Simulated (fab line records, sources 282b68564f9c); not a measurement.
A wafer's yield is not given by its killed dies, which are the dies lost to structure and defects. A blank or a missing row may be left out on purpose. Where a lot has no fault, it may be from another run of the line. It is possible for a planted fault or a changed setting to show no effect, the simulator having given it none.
The tool behind it: which one? | flow rit-cmos | 45 wafers from 15 lots sampled at 2 of the route's 202 steps

## WHAT EACH GAUGE READ, for each wafer
The record lacks any reading of a measuring or inspecting step that a usual standard deviation could be used to judge.

## WHAT TOOL EACH LOT RAN ON (gives the tool, then ch and the chambers of the sampled wafers, and finally the start)
lot  | RIT_GATE_ETCH_19                | RIT_M1_PROBE_99
L567 | rie-si-01 ch 1,2,3, day 2 17:52 | -
L568 | rie-si-02 ch 0,3, day 2 23:05   | -
L569 | rie-si-01 ch 0,1, day 2 23:28   | -
L570 | rie-si-02 ch 0,2, day 3 10:23   | -
L571 | rie-si-01 ch 0,1,3, day 3 12:18 | -
L573 | rie-si-02 ch 1,2,3, day 4 00:32 | -
L572 | rie-si-01 ch 2,3, day 4 00:46   | prober-02, day 4 23:22
L575 | rie-si-01 ch 2,3, day 4 15:52   | prober-02, day 5 12:43
L577 | rie-si-01 ch 0,1,2, day 4 21:08 | prober-02, day 5 19:06
L582 | rie-si-02 ch 0,1, day 5 18:55   | prober-02, day 7 15:05
L584 | rie-si-02 ch 0,2,3, day 6 07:41 | prober-01, day 7 15:08
L586 | rie-si-02 ch 0,2, day 6 14:31   | prober-02, day 7 15:26
L588 | rie-si-02 ch 0,2,3, day 7 06:02 | prober-01, day 8 03:08
L589 | rie-si-01 ch 0,1,3, day 7 09:18 | prober-02, day 8 08:40
L590 | rie-si-02 ch 0,1,2, day 7 18:37 | prober-02, day 8 20:47
- RIT_GATE_ETCH_19: etches poly-Si in SF6/CHF3/O2, stops on SiO2, time 165 s, target depth 312.5 nm.
- RIT_M1_PROBE_99

## AS READ BY THE TOOLS THEMSELVES (means over the sampled wafers that have a number; for cases with no such wafer, the mark the record gives instead)
RIT_GATE_ETCH_19.
lot  | tool      | CHF3_flow_sccm (sccm) | chamber-pressure-mTorr (mTorr) | drypump-motor-current-A (A) | oes-product-au (a.u.) | rf-fwd-power-W (W) | throttle-valve-pct (%)
L567 | rie-si-01 | 30.15                 | 39.99                          | 5.7                         | 0.851                 | 159.2              | 10.25
L568 | rie-si-02 | 30.05                 | 40.03                          | 5.9                         | 0.844                 | 159.8              | 10.19
L569 | rie-si-01 | 29.87                 | 39.97                          | 5.6                         | 0.846                 | 159.1              | 10.28
L570 | rie-si-02 | 30.06                 | 39.99                          | 6.0                         | 0.850                 | 159.4              | 10.19
L571 | rie-si-01 | 30.01                 | 39.96                          | 5.5                         | 0.841                 | 158.9              | 10.37
L573 | rie-si-02 | 30.00                 | 40.00                          | 6.0                         | 0.835                 | 159.5              | 10.27
L572 | rie-si-01 | 30.09                 | 39.99                          | 6.1                         | 1.017                 | 159.6              | 10.26
L575 | rie-si-01 | 30.05                 | 40.00                          | 5.6                         | 1.022                 | 159.4              | 10.34
L577 | rie-si-01 | 30.09                 | 40.00                          | 5.9                         | 1.002                 | 159.2              | 10.29
L582 | rie-si-02 | 29.98                 | 39.97                          | 5.8                         | 0.840                 | 159.3              | 10.31
L584 | rie-si-02 | 30.01                 | 39.96                          | 6.0                         | 0.840                 | 159.5              | 10.21
L586 | rie-si-02 | 30.00                 | 40.02                          | 6.0                         | 0.844                 | 158.8              | 10.20
L588 | rie-si-02 | 29.99                 | 39.98                          | 6.1                         | 0.840                 | 159.4              | 10.21
L589 | rie-si-01 | 29.96                 | 39.99                          | 5.4                         | 0.835                 | 159.2              | 10.38
L590 | rie-si-02 | 30.05                 | 39.99                          | 6.0                         | 0.835                 | 159.4              | 10.27

RIT_M1_PROBE_99.
lot  | tool      | killed-at-contacts | killed-at-front-end | killed-dies | killed-on-rim | killed-open | killed-short
L572 | prober-02 | 0.0                | 264                 | 264         | 70.0          | 2.0         | 2.3
L575 | prober-02 | 0.7                | 263                 | 264         | 70.0          | 3.0         | 3.7
L577 | prober-02 | 0.0                | 264                 | 264         | 70.0          | 4.3         | 4.3
L582 | prober-02 | 0.3                | 6                   | 6           | 2.3           | 3.3         | 3.0
L584 | prober-01 | 0.0                | 6                   | 6           | 0.7           | 2.3         | 3.7
L586 | prober-02 | 0.0                | 11                  | 11          | 1.3           | 4.0         | 6.7
L588 | prober-01 | 0.0                | 5                   | 5           | 1.3           | 2.0         | 2.7
L589 | prober-02 | 0.0                | 5                   | 5           | 1.3           | 2.3         | 2.3
L590 | prober-02 | 0.0                | 5                   | 5           | 1.0           | 2.7         | 2.0

## THE ANSWER, worked out from the rows above alone
Rule: the lots themselves supply what counts as usual. The widest of any qualifying gaps counts: lots, ordered by their means at a reading, are off when they make up no more than a third of the lots, leave a main group of 4 or more, and stand apart from it by 3 or more times the standard deviation of that group's means. If all means in a main group match to the digits the tables above print for the reading, that group is not used. A lot without any number at a reading at which 4 lots or more have one is off too. Where the step has rows for the other lots, those lots are counted as sound. After the gauges, taken in route order, come the tools' own readings; for these a lot's mean is taken, as printed above. The first step at which some lot is off is used, and at that step the reading that is off furthest; a lot without a number counts as furthest.
Off: L572, L575, L577 (RIT_GATE_ETCH_19, oes-product-au). For the main group the mean is 0.842 a.u. and the standard deviation 0.0052.
A tool fits if, at that step or a process step before it, it ran every lot that is off, and no sound lot after the first of them. Not one of the candidates tried fits.

## WHAT WAS PUT IN BY THE SIMULATOR
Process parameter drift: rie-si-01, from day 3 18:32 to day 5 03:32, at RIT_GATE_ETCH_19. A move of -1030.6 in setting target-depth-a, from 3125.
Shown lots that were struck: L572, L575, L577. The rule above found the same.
